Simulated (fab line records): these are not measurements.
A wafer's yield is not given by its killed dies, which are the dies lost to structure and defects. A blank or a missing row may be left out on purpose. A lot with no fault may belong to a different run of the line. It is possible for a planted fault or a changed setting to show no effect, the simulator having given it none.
A single fault, viewed from 2 desks -- flow ritCmos -- numbers are kept per desk, each desk with only its own; the story behind them comes last

## THE METROLOGY DESK
What the gauges read, lot by lot, whatever tool the lot ran on: means of the sampled wafers that have a number. Any lot whose mean is over 4 standard deviations away from the usual mean is out of limits and marked OUT; that distance is given in the brackets.
Columns: A = CONTACT_OVL at RIT_CONTACT_OVL_MEAS_09, usual 0.1 nm; B = cdNm at RIT_CONTACT_CD_MEAS_90, usual 999.8 nm
lot,first seen here,A,B
L388,day 3 17:29,1.9,999.7
L391,day 4 06:36,0.4,998.3
L392,day 4 11:55,-0.2,999.6
L396,day 5 06:55,0.8,1002.7
L397,day 5 12:23,0.6,1000.4
L398,day 5 17:02,-0.0,997.6
L399,day 5 23:44,0.4,998.6
L400,day 6 04:46,0.5,999.8
L401,day 6 10:52,-1.0,1000.2
L402,day 6 14:10,0.7,999.6
L404,day 6 22:04,1.0,1000.9
L408,day 7 23:14,-2.2,998.9
Finding of this desk: none of the 12 lots has anything out of limits.

## TOOL OWNER'S DESK, wetBench-02
The tool's own readings at RIT_SDANNEAL_CLEAN_02 (cleans in SC2, time 600 s): means of the sampled wafers that have a number, for each lot that ran on this tool. Any lot whose mean is over 4 standard deviations away from the usual mean is out of limits and marked OUT; that distance is given in the brackets.
Columns: A = runLengthS at RIT_SDANNEAL_CLEAN_02, usual 628 s
lot,first seen here,A
L398,day 5 14:37,625
L399,day 5 21:11,624
L400,day 6 02:19,625
L401,day 6 08:19,626
L402,day 6 11:34,626
L407,day 7 12:25,662 (+9.4) OUT
L409,day 7 23:19,662 (+9.4) OUT
This desk finds L407, L409 out of limits, L407 being first, at day 7 12:25 (runLengthS at RIT_SDANNEAL_CLEAN_02). L398, L399, L400, L401, L402: within limits.

## PUT TOGETHER
At day 7 12:25, on L407, L409, the tool owner's desk was in a position to raise an alarm.
Nothing out of limits was seen by the metrology desk.
The metrology desk has no number on record for L407, L409.
Of the lots named, all ran RIT_SDANNEAL_CLEAN_02 on wetBench-02.

## WHAT THE SIMULATOR PUT IN
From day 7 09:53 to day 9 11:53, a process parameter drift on wetBench-02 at RIT_SDANNEAL_CLEAN_02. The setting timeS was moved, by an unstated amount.
Lots struck among those shown: L407, L409.
Delay in hours, fault start to first out-of-limits reading, by desk: the tool owner's desk at 3.
